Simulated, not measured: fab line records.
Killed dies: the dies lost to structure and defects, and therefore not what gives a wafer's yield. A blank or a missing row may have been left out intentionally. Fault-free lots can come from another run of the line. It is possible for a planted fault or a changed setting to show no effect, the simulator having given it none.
The same fault as seen by 2 desks	flow rit cmos	only its own numbers are on each desk; what lay behind them is given at the end

METROLOGY DESK
What the gauges read, lot by lot, whatever tool the lot ran on: means of the sampled wafers that have a number. If a lot's mean is further than 4 standard deviations from the usual mean, the lot is out of limits and carries the mark OUT (the distance appears in the brackets).
Columns: A = NLDD_RS at RIT_SDANNEAL_RS_MEAS_07, usual 151.8 ohm/sq
lot	first seen here	A
L610	day 3 16:26	151.7
L612	day 4 03:47	150.6
L614	day 4 12:19	151.4
L616	day 4 19:55	151.9
L617	day 5 01:52	151.3
L619	day 5 11:19	151.2
L620	day 5 19:16	152.0
L621	day 6 01:21	152.2
L623	day 6 11:43	151.6
L630	day 7 14:40	151.9
L631	day 8 00:13	152.0
L632	day 8 02:31	151.6
This desk's finding: nothing out of limits on any of the 12 lots.

TOOL OWNER'S DESK, implanter-01
RIT_NLDD_IMPLANT_08, tool's own readings: per-lot mean of the sampled wafers with a number, covering each lot this tool ran. If a lot's mean is further than 4 standard deviations from the usual mean, the lot is out of limits and carries the mark OUT (the distance appears in the brackets).
Columns: A = beam on s at RIT_NLDD_IMPLANT_08, usual 10.00 s
lot	first seen here	A
L612	day 3 19:24	10.11
L614	day 4 03:26	9.88
L617	day 4 17:19	10.08
L620	day 5 11:15	10.00
L625	day 6 07:23	10.29
L626	day 6 15:51	9.86
This desk's finding: nothing out of limits on any of the 6 lots.

TAKEN TOGETHER
Nothing out of limits was seen by the metrology desk.
Nothing out of limits was seen by the tool owner's desk.

WHAT HAD BEEN PUT IN BY THE SIMULATOR
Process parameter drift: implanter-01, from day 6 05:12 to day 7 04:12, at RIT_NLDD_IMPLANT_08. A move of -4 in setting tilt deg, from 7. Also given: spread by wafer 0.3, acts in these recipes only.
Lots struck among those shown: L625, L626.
